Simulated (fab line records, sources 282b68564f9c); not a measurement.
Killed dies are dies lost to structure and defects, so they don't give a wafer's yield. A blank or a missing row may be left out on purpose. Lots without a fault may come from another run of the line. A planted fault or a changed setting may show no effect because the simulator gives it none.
Which tool did it? | flow rit_cmos | 14 lots, 42 wafers sampled, at 6 steps of a route of 202

WHAT THE GAUGES READ, wafer by wafer
RIT_FOX2_THK_MEAS_90. Usual: FIELD_OXIDE_LEFT_1_THK 326 nm, standard deviation 5.3.
lot  | measured    | on            | FIELD_OXIDE_LEFT_1_THK (nm) | flag
L285 | day 1 21:49 | film_metro-01 | 325 322 327                 |
L286 | day 2 01:04 | film_metro-03 | 321 325 322                 |
L288 | day 2 13:55 | film_metro-01 | 319 317 317                 |
L289 | day 2 17:02 | film_metro-02 | 331 325 323                 |
L290 | day 2 23:11 | film_metro-03 | 326 327 321                 |
L291 | day 3 03:48 | film_metro-01 | 337 326 325                 |
L292 | day 3 07:26 | film_metro-01 | 323 323 320                 |
L293 | day 3 14:27 | film_metro-01 | 323 327 327                 |
L294 | day 3 18:49 | film_metro-01 | 322 325 328                 |
L295 | day 4 04:08 | film_metro-03 | 328 324 326                 |
L296 | day 4 04:08 | film_metro-01 | 327 322 323                 |
L300 | day 4 23:48 | film_metro-02 | 320 330 329                 |
L301 | day 5 06:49 | film_metro-01 | 320 317 314                 |
L306 | day 6 06:02 | film_metro-02 | 330 330 325                 |

RIT_PLDD_TW_MEAS_10. Usual: PLDD_TW 2315, standard deviation 25.
lot  | measured    | on            | PLDD_TW        | flag
L285 | day 2 22:57 | film_metro-02 | 2283 2287 2287 |
L286 | day 3 05:44 | film_metro-04 | 2352 2344 2342 |
L288 | day 3 15:28 | film_metro-02 | 2283 2283 2288 |
L289 | day 3 18:05 | film_metro-04 | 2344 2350 2352 |
L290 | day 4 03:08 | film_metro-02 | 2294 2298 2295 |
L291 | day 4 03:35 | film_metro-02 | 2305 2288 2290 |
L292 | day 4 08:44 | film_metro-02 | 2289 2294 2301 |
L293 | day 4 18:02 | film_metro-04 | 2344 2335 2329 |
L294 | day 5 01:46 | film_metro-02 | 2314 2313 2313 |
L295 | day 5 04:18 | film_metro-02 | 2293 2317 2301 |
L296 | day 5 07:35 | film_metro-03 | 2283 2294 2278 |
L300 | day 6 00:08 | film_metro-04 | 2227 2218 2211 | OFF
L301 | day 6 08:14 | film_metro-03 | 2292 2309 2297 |
L306 | day 7 06:26 | film_metro-02 | 2171 2177 2172 | OFF

RIT_SDANNEAL_RS_MEAS_06: measures by four-point-probe. Usual: PLDD_RS 178.8 ohm/sq, standard deviation 0.47.
lot  | measured    | on            | PLDD_RS (ohm/sq)  | flag
L285 | day 3 05:20 | film_metro-04 | 179.4 179.4 178.7 |
L286 | day 3 12:10 | film_metro-03 | 178.7 179.0 178.9 |
L288 | day 3 21:43 | film_metro-04 | 178.6 179.1 178.9 |
L289 | day 4 02:34 | film_metro-02 | 179.4 179.0 178.9 |
L290 | day 4 09:29 | film_metro-04 | 178.2 179.0 179.2 |
L291 | day 4 11:21 | film_metro-03 | 178.9 179.4 179.4 |
L292 | day 4 16:10 | film_metro-04 | 178.6 178.4 179.0 |
L293 | day 5 00:32 | film_metro-03 | 179.2 179.3 179.0 |
L294 | day 5 09:08 | film_metro-04 | 178.0 178.4 178.1 |
L295 | day 5 10:37 | film_metro-03 | 178.4 178.1 178.1 |
L296 | day 5 14:20 | film_metro-02 | 178.9 178.7 179.0 |
L300 | day 6 06:26 | film_metro-03 | 192.4 191.8 191.5 | OFF
L301 | day 6 14:36 | film_metro-02 | 179.6 179.0 179.3 |
L306 | day 7 13:03 | film_metro-04 | 191.1 191.1 190.9 | OFF

RIT_M1_OVL_MEAS_10. Usual: M1_OVL -0.4 nm, standard deviation 1.4.
lot  | measured    | on         | M1_OVL (nm)    | flag
L285 | day 3 10:09 | overlay-02 | -0.1 -0.7 -0.7 |
L286 | day 3 16:47 | overlay-02 | 0.0 -0.1 1.3   |
L288 | day 4 02:27 | overlay-02 | -1.2 -1.6 -2.3 |
L289 | day 4 07:20 | overlay-02 | -0.8 -1.4 0.4  |
L290 | day 4 14:07 | overlay-01 | -0.8 1.7 -1.1  |
L291 | day 4 15:59 | overlay-01 | 0.3 -0.9 0.2   |
L292 | day 4 20:52 | overlay-02 | -0.4 0.1 -0.5  |
L293 | day 5 05:06 | overlay-01 | -0.6 2.4 -0.8  |
L294 | day 5 13:57 | overlay-02 | -1.3 -0.7 -0.2 |
L295 | day 5 15:25 | overlay-01 | -0.6 1.3 -0.1  |
L296 | day 5 18:58 | overlay-01 | -0.9 0.3 -0.8  |
L300 | day 6 11:09 | overlay-02 | 1.9 -0.2 -0.1  |
L301 | day 6 19:04 | overlay-02 | -0.5 -0.4 1.6  |
L306 | day 7 17:49 | overlay-02 | 0.8 0.1 0.1    |

WHICH TOOL RAN EACH LOT (tool, then ch and the chambers of the sampled wafers, then the start)
lot  | RIT_PLDD_IMPLANT_08            | RIT_SILICIDE_RTA_06
L285 | implanter-04 ch 0, day 2 22:37 | rtp_anneal-02 ch 0, day 3 06:01
L286 | implanter-04 ch 0, day 3 05:26 | rtp_anneal-01 ch 0, day 3 12:51
L288 | implanter-01 ch 0, day 3 15:08 | rtp_anneal-01 ch 0, day 3 22:25
L289 | implanter-04 ch 0, day 3 17:47 | rtp_anneal-02 ch 0, day 4 03:14
L290 | implanter-01 ch 0, day 4 02:50 | rtp_anneal-01 ch 0, day 4 10:09
L291 | implanter-04 ch 0, day 4 03:15 | rtp_anneal-02 ch 0, day 4 12:03
L292 | implanter-04 ch 0, day 4 08:26 | rtp_anneal-01 ch 0, day 4 16:50
L293 | implanter-01 ch 0, day 4 17:43 | rtp_anneal-02 ch 0, day 5 01:13
L294 | implanter-02 ch 0, day 5 01:26 | rtp_anneal-01 ch 0, day 5 09:50
L295 | implanter-02 ch 0, day 5 03:58 | rtp_anneal-02 ch 0, day 5 11:18
L296 | implanter-02 ch 0, day 5 07:15 | rtp_anneal-01 ch 0, day 5 15:01
L300 | implanter-02 ch 0, day 5 23:49 | rtp_anneal-01 ch 0, day 6 07:08
L301 | implanter-04 ch 0, day 6 07:55 | rtp_anneal-02 ch 0, day 6 15:17
L306 | implanter-02 ch 0, day 7 06:07 | rtp_anneal-01 ch 0, day 7 13:44
- RIT_PLDD_IMPLANT_08
- RIT_SILICIDE_RTA_06: time 10 s, ramp up 5 s, ramp down 10 s.

WHAT THE TOOLS THEMSELVES READ (means of the sampled wafers that have a number; where no wafer has one, the mark that the record gives instead)
RIT_PLDD_IMPLANT_08. Usual: beam_energy_keV 20.000, standard deviation 0.0067.
lot  | tool         | beam_energy_keV | flag
L285 | implanter-04 | 19.998          |
L286 | implanter-04 | 20.003          |
L288 | implanter-01 | 20.004          |
L289 | implanter-04 | 20.009          |
L290 | implanter-01 | 19.992          |
L291 | implanter-04 | 20.002          |
L292 | implanter-04 | 19.992          |
L293 | implanter-01 | 20.007          |
L294 | implanter-02 | 20.002          |
L295 | implanter-02 | 19.998          |
L296 | implanter-02 | 19.998          |
L300 | implanter-02 | 16.398          | OFF
L301 | implanter-04 | 19.993          |
L306 | implanter-02 | 16.404          | OFF

RIT_SILICIDE_RTA_06. Usual: wafer_temp_C_max 753.8, standard deviation 1.1.
lot  | tool          | wafer_temp_C_max | flag
L285 | rtp_anneal-02 | 755.1            |
L286 | rtp_anneal-01 | 753.2            |
L288 | rtp_anneal-01 | 753.3            |
L289 | rtp_anneal-02 | 754.5            |
L290 | rtp_anneal-01 | 752.5            |
L291 | rtp_anneal-02 | 755.1            |
L292 | rtp_anneal-01 | 752.6            |
L293 | rtp_anneal-02 | 753.9            |
L294 | rtp_anneal-01 | 753.1            |
L295 | rtp_anneal-02 | 755.5            |
L296 | rtp_anneal-01 | 753.0            |
L300 | rtp_anneal-01 | 752.5            |
L301 | rtp_anneal-02 | 754.8            |
L306 | rtp_anneal-01 | 753.2            |

THE ANSWER, worked out from the rows above alone
Rule: a lot is off if the mean of its wafers that have a number lies more than 3 standard deviations from the usual mean. A lot without any number at a reading at which 4 lots or more have one is off too. The other lots that the step has rows for count as sound. The gauges are gone through in route order, then the tools' own readings, and for those a lot's mean is taken as printed above. The first step at which some lot is off is used, and at that step the reading that is off furthest; a lot without a number counts as furthest.
Off: L300, L306, at RIT_PLDD_TW_MEAS_10 (PLDD_TW).
A tool fits if, at a process step before that reading, it ran every lot that is off, and no sound lot after the first of them. The gauges at RIT_PLDD_TW_MEAS_10 aren't tried: what is off there is off at RIT_PLDD_IMPLANT_08 too, on other tools, and a gauge's error can't cause that. One fits: implanter-02 at RIT_PLDD_IMPLANT_08. Its last sound lot is L296 (day 5 07:15), its first lot that is off L300 (day 5 23:49): a fault that began between those two fits.
The tool's own readings at RIT_PLDD_IMPLANT_08 bear it out: on the lots that are off they differ by more than 5 times the standard deviation of the sound lots' means. beam_energy_keV reads 16.401 there against 20.000 on the sound lots.

WHAT THE SIMULATOR HAD PUT IN
Process parameter drift: implanter-02, from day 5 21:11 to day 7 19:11, at RIT_PLDD_IMPLANT_08. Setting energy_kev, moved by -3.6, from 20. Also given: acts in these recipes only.
Lots struck among those shown: L300, L306. The rule above found the same.
